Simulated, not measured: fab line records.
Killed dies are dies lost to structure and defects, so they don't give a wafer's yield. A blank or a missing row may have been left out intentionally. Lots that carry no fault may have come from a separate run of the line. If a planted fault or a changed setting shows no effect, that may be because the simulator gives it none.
Which of the tools did it?	flow berkeleyCmos170	Sampling: 14 lots, 42 wafers, 3 of 331 route steps

WHAT THE GAUGES SHOWED, per wafer
UCB170_M3_CD_MEAS_90: target cd 700 nm. Usual: cdNm 698.5 nm, standard deviation 2.9.
lot	measured	on	cdNm (nm)	flag
L720	day 9 19:34	cdSem-01	695.9 700.3 696.6	
L723	day 10 02:19	cdSem-02	700.3 698.4 697.6	
L722	day 10 07:06	cdSem-01	697.4 699.2 698.5	
L721	day 10 07:20	cdSem-02	699.1 701.1 699.3	
L724	day 11 12:37	cdSem-02	698.6 694.3 698.0	
L725	day 11 13:56	cdSem-01	700.3 701.0 699.2	
L727	day 11 16:06	cdSem-02	701.0 701.6 705.2	
L729	day 12 05:46	cdSem-01	693.7 699.7 697.0	
L731	day 12 19:08	cdSem-02	699.4 698.1 696.9	
L730	day 12 21:44	cdSem-01	- - -	OFF
L733	day 13 07:14	cdSem-02	- - -	OFF
L738	day 14 05:02	cdSem-01	696.1 698.0 699.5	
L739	day 14 18:44	cdSem-02	694.6 695.5 697.7	
L734	day 14 19:31	cdSem-01	697.9 696.1 696.6	

WHAT TOOL EACH LOT RAN ON (gives the tool, then ch and the chambers of the sampled wafers, and finally the start)
lot	UCB170_M3_METAL_ETCH_18	UCB170_M3_STRIP_19
L720	rieMetal-03 ch 0,1, day 9 19:16	plasmaAsher-04 ch 0,1, day 9 19:28
L723	rieMetal-03 ch 0,1, day 10 02:04	plasmaAsher-04 ch 0,1, day 10 02:13
L722	rieMetal-02 ch 0,1, day 10 06:49	plasmaAsher-04 ch 0,1, day 10 07:00
L721	rieMetal-03 ch 0,1, day 10 07:02	plasmaAsher-02 ch 0,1, day 10 07:14
L724	rieMetal-03 ch 0, day 11 12:20	plasmaAsher-02 ch 1, day 11 12:31
L725	rieMetal-02 ch 0,1, day 11 13:38	plasmaAsher-03 ch 0,1, day 11 13:49
L727	rieMetal-02 ch 0,1, day 11 15:49	plasmaAsher-04 ch 0,1, day 11 16:00
L729	rieMetal-04 ch 0,1, day 12 05:29	plasmaAsher-04 ch 0,1, day 12 05:40
L731	rieMetal-04 ch 0,1, day 12 18:51	plasmaAsher-02 ch 0,1, day 12 19:02
L730	rieMetal-03 ch 0, day 12 21:26	plasmaAsher-02 ch 0,1, day 12 21:38
L733	rieMetal-04 ch 0,1, day 13 06:56	plasmaAsher-04 ch 0,1, day 13 07:08
L738	rieMetal-02 ch 0,1, day 14 04:43	plasmaAsher-02 ch 0,1, day 14 04:55
L739	rieMetal-03 ch 0,1, day 14 18:26	plasmaAsher-03 ch 0,1, day 14 18:38
L734	rieMetal-03 ch 0,1, day 14 19:13	plasmaAsher-04 ch 0,1, day 14 19:24
- UCB170_M3_METAL_ETCH_18: etches Al in Cl2/BCl3, stops on SiO2, target depth 1170 nm, time 195 s.
- UCB170_M3_STRIP_19: strips in O2.

AS READ BY THE TOOLS THEMSELVES (means over the sampled wafers that have a number; for cases with no such wafer, the mark the record gives instead)
UCB170_M3_METAL_ETCH_18. Usual: bcl3FlowSccm 44.99 sccm, standard deviation 0.13; biasW 120.0 W, standard deviation 0.37; drypumpMotorCurrentA 5.4 A, standard deviation 0.38; mfcCl2Sccm 89.99 sccm, standard deviation 0.24; oesProductAu 0.856 a.u., standard deviation 0.015; throttleValvePct 24.39 %, standard deviation 0.27.
lot	tool	bcl3FlowSccm (sccm)	biasW (W)	drypumpMotorCurrentA (A)	mfcCl2Sccm (sccm)	oesProductAu (a.u.)	throttleValvePct (%)	flag
L720	rieMetal-03	45.01	119.9	5.4	89.91	0.848	24.27	
L723	rieMetal-03	44.97	120.1	5.4	89.92	0.849	24.27	
L722	rieMetal-02	45.02	119.7	5.6	89.92	0.848	24.57	
L721	rieMetal-03	44.90	120.2	5.4	89.89	0.842	24.26	
L724	rieMetal-03	44.98	120.0	5.2	90.04	0.838	24.80	
L725	rieMetal-02	45.02	120.0	5.6	90.33	0.852	24.51	
L727	rieMetal-02	45.10	120.0	5.6	90.03	0.840	24.51	
L729	rieMetal-04	44.85	120.2	5.0	89.97	0.866	24.33	
L731	rieMetal-04	45.03	120.2	5.4	89.68	0.874	24.23	
L730	rieMetal-03	-	-	-	-	-	-	OFF
L733	rieMetal-04	-	-	-	-	-	-	OFF
L738	rieMetal-02	45.05	120.5	5.6	90.08	0.856	24.50	
L739	rieMetal-03	44.98	120.5	5.3	90.25	0.840	24.53	
L734	rieMetal-03	45.01	120.0	5.4	90.14	0.847	24.26	

UCB170_M3_STRIP_19. Usual: drypumpMotorCurrentA 5.6 A, standard deviation 0.35; o2FlowSccm 399.8 sccm, standard deviation 1.1; oesProductAu 0.531 a.u., standard deviation 0.0096.
lot	tool	drypumpMotorCurrentA (A)	o2FlowSccm (sccm)	oesProductAu (a.u.)	flag
L720	plasmaAsher-04	5.5	399.3	0.528	
L723	plasmaAsher-04	5.3	399.9	0.529	
L722	plasmaAsher-04	5.5	399.2	0.538	
L721	plasmaAsher-02	5.5	401.5	0.533	
L724	plasmaAsher-02	5.3	400.4	0.522	
L725	plasmaAsher-03	5.9	400.1	0.532	
L727	plasmaAsher-04	5.3	400.4	0.535	
L729	plasmaAsher-04	5.3	400.1	0.535	
L731	plasmaAsher-02	5.8	399.6	0.532	
L730	plasmaAsher-02	5.8	398.6	0.727	OFF
L733	plasmaAsher-04	5.5	400.0	0.727	OFF
L738	plasmaAsher-02	5.8	400.6	0.533	
L739	plasmaAsher-03	5.8	401.1	0.534	
L734	plasmaAsher-04	5.5	398.6	0.533	

THE ANSWER, worked out from the rows above alone
Rule: a lot counts as off when the mean over its wafers that have a number is more than 3 standard deviations away from the usual mean. Also off: a lot with no number at a reading for which 4 or more lots have one. The other lots that the step has rows for count as sound. First the gauges in route order, then the tools' own readings, where a lot's mean is used as printed above. The first step at which some lot is off is used, and at that step the reading that is off furthest; a lot without a number counts as furthest.
Off, at UCB170_M3_CD_MEAS_90 on cdNm: L730, L733. Without a number there: L730, L733.
A tool fits if, at a process step before that reading, it ran every lot that is off, and no sound lot after the first of them. The gauges at UCB170_M3_CD_MEAS_90 aren't tried: what is off there is off at UCB170_M3_METAL_ETCH_18 too, on other tools, and a gauge's error can't cause that. No candidate that was tried fits.

WHAT WAS PUT IN BY THE SIMULATOR
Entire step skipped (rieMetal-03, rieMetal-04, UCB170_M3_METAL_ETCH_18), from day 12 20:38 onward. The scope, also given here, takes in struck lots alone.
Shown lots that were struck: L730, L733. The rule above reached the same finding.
